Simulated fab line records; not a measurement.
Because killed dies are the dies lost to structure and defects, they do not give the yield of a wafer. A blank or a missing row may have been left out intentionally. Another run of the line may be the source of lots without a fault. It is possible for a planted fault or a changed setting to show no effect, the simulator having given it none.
Which tool did it? ; flow berkeley cmos170 ; Sampling: 15 lots, 45 wafers, 4 of 331 route steps

## WHAT EACH GAUGE READ, for each wafer
UCB170_NWELL_THK_MEAS_02. Usual: NWELL_OXIDE_THK 26.4 nm, standard deviation 0.54.
lot;measured;on;NWELL_OXIDE_THK (nm);flag
L589;day 1 22:25;film metro-02;26.3 26.3 26.6;
L591;day 2 06:38;film metro-03;27.3 26.9 27.4;
L590;day 2 06:38;film metro-04;26.6 26.8 26.5;
L595;day 3 11:18;film metro-03;25.7 26.0 25.9;
L596;day 3 19:22;film metro-04;26.4 25.4 25.3;
L598;day 4 03:34;film metro-03;26.6 26.7 26.0;
L600;day 4 06:17;film metro-04;26.1 25.8 26.0;
L601;day 4 11:01;film metro-03;26.0 25.8 25.8;
L603;day 4 19:26;film metro-04;26.1 25.9 26.2;
L604;day 5 02:10;film metro-04;26.5 26.5 26.0;
L605;day 5 08:37;film metro-03;27.3 27.0 27.2;
L607;day 5 17:57;film metro-04;26.4 26.4 26.6;
L611;day 6 13:33;film metro-02;26.7 26.9 26.4;
L612;day 6 13:33;film metro-03;26.4 26.8 26.6;
L610;day 6 13:34;film metro-04;27.3 27.6 27.5;

UCB170_V1_CD_MEAS_12 targets a cd of 700 nm. Usual: 700.1 nm for cd nm, sd 1.5.
lot;measured;on;cd nm (nm);flag
L589;day 7 11:08;cd sem-01;697.3 698.0 698.9;
L591;day 7 10:41;cd sem-02;699.7 698.3 699.0;
L590;day 7 10:56;cd sem-01;701.5 699.5 700.4;
L595;day 8 11:08;cd sem-01;699.8 700.1 701.5;
L596;day 9 06:43;cd sem-02;702.1 700.0 701.1;
L598;day 10 02:08;cd sem-01;701.2 699.4 700.1;
L600;day 10 02:16;cd sem-02;700.4 698.4 699.7;
L601;day 10 02:31;cd sem-01;699.8 700.2 701.1;
L603;day 10 05:48;cd sem-01;701.2 702.4 700.4;
L604;day 11 07:15;cd sem-01;699.8 699.3 699.9;
L605;day 11 09:19;cd sem-01;701.8 701.4 701.0;
L607;day 11 06:47;cd sem-02;701.5 702.0 701.5;
L611;day 11 17:44;cd sem-01;699.5 699.9 700.8;
L612;day 11 23:00;cd sem-02;699.2 699.0 700.4;
L610;day 11 17:38;cd sem-02;697.5 699.7 699.4;

## TOOL THAT RAN EACH LOT (tool first, then ch and the chambers of the sampled wafers, then the start)
lot;UCB170_NWELL_ETCH_13;UCB170_PWELL_IMPLANT_15
L589;rie diel-02 ch 0,3, day 2 07:41;implanter-04 ch 0, day 3 02:44
L591;rie diel-02 ch 1,2,3, day 2 12:56;implanter-04 ch 0, day 3 09:07
L590;rie diel-03 ch 0,2,3, day 2 12:39;implanter-02 ch 0, day 3 08:43
L595;rie diel-02 ch 0,2,3, day 3 21:06;implanter-01 ch 0, day 4 14:32
L596;rie diel-03 ch 1,2,3, day 4 02:59;implanter-04 ch 0, day 4 18:23
L598;rie diel-04 ch 1,2, day 4 10:59;implanter-04 ch 0, day 5 05:31
L600;rie diel-04 ch 0,1,2, day 4 14:44;implanter-04 ch 0, day 5 10:52
L601;rie diel-02 ch 1,3, day 4 19:40;implanter-04 ch 0, day 5 10:04
L603;rie diel-04 ch 1,3, day 5 04:07;implanter-02 ch 0, day 5 21:55
L604;rie diel-04 ch 1,2,3, day 5 08:38;implanter-01 ch 0, day 6 05:28
L605;rie diel-03 ch 1,2,3, day 5 14:46;implanter-02 ch 0, day 6 12:50
L607;rie diel-03 ch 0,1,2, day 6 00:10;implanter-01 ch 0, day 6 17:17
L611;rie diel-02 ch 1,2, day 6 21:35;implanter-01 ch 0, day 7 15:23
L612;rie diel-04 ch 1,3, day 6 21:13;implanter-01 ch 0, day 7 15:44
L610;rie diel-03 ch 1,2, day 6 21:20;implanter-02 ch 0, day 7 15:29
- UCB170_NWELL_ETCH_13: etches Si3N4 in CH3F/Ar/O2, stops on SiO2, target depth 246.4 nm, time 154 s.
- UCB170_PWELL_IMPLANT_15

## WHAT THE TOOLS THEMSELVES READ (means of the sampled wafers that have a number; where no wafer has one, the mark that the record gives instead)
UCB170_NWELL_ETCH_13. Usual: drypump motor current A 5.9 A, standard deviation 0.48; oes product au 0.935 a.u., standard deviation 0.015; throttle valve pct 8.04 %, standard deviation 0.14.
lot;tool;drypump motor current A (A);oes product au (a.u.);throttle valve pct (%);flag
L589;rie diel-02;5.7;0.935;8.18;
L591;rie diel-02;6.2;0.943;7.96;
L590;rie diel-03;5.8;0.942;8.08;
L595;rie diel-02;6.1;0.938;8.07;
L596;rie diel-03;5.7;0.942;8.05;
L598;rie diel-04;5.7;0.931;7.99;
L600;rie diel-04;5.6;0.938;8.04;
L601;rie diel-02;6.1;0.942;8.07;
L603;rie diel-04;6.1;0.936;8.02;
L604;rie diel-04;5.9;0.939;7.98;
L605;rie diel-03;5.7;0.935;8.04;
L607;rie diel-03;5.4;0.932;8.10;
L611;rie diel-02;6.2;0.927;7.82;
L612;rie diel-04;6.1;0.940;8.03;
L610;rie diel-03;5.3;0.920;8.12;

UCB170_PWELL_IMPLANT_15. Usual: 59.997 for beam energy keV, sd 0.018.
lot;tool;beam energy keV;flag
L589;implanter-04;59.988;
L591;implanter-04;59.993;
L590;implanter-02;60.020;
L595;implanter-01;59.973;
L596;implanter-04;60.014;
L598;implanter-04;78.010;OFF
L600;implanter-04;78.011;OFF
L601;implanter-04;77.994;OFF
L603;implanter-02;59.985;
L604;implanter-01;59.993;
L605;implanter-02;59.993;
L607;implanter-01;59.997;
L611;implanter-01;60.022;
L612;implanter-01;59.988;
L610;implanter-02;59.988;

## THE ANSWER, worked out from the rows above alone
Rule: a lot counts as off when the mean over its wafers that have a number is more than 3 standard deviations away from the usual mean. Also off: a lot with no number at a reading for which 4 or more lots have one. Where the step has rows for the other lots, those lots are counted as sound. After the gauges, taken in route order, come the tools' own readings; for these a lot's mean is taken, as printed above. At the first step where some lot is off, the reading lying furthest off is the one used; lots without a number count as furthest.
Off: L598, L600, L601 (UCB170_PWELL_IMPLANT_15, beam energy keV).
A tool fits if, at that step or a process step before it, it ran every lot that is off, and no sound lot after the first of them. One candidate fits, namely implanter-04 at UCB170_PWELL_IMPLANT_15. A fault onset in the window from L596 (day 4 18:23, its last sound lot) to L598 (day 5 05:31, its first lot off) fits.
On the lots that are off, the tool's own readings at UCB170_PWELL_IMPLANT_15 differ by more than 5 times the standard deviation of the sound lots' means, which bears it out; beam energy keV reads 78.005 there versus 59.996 on the sound lots.

## WHAT WAS PUT IN BY THE SIMULATOR
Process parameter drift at UCB170_PWELL_IMPLANT_15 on implanter-04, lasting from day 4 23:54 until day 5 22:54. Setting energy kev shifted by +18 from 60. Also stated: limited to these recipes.
Lots struck among those shown: L598, L600, L601. The rule above found the same.
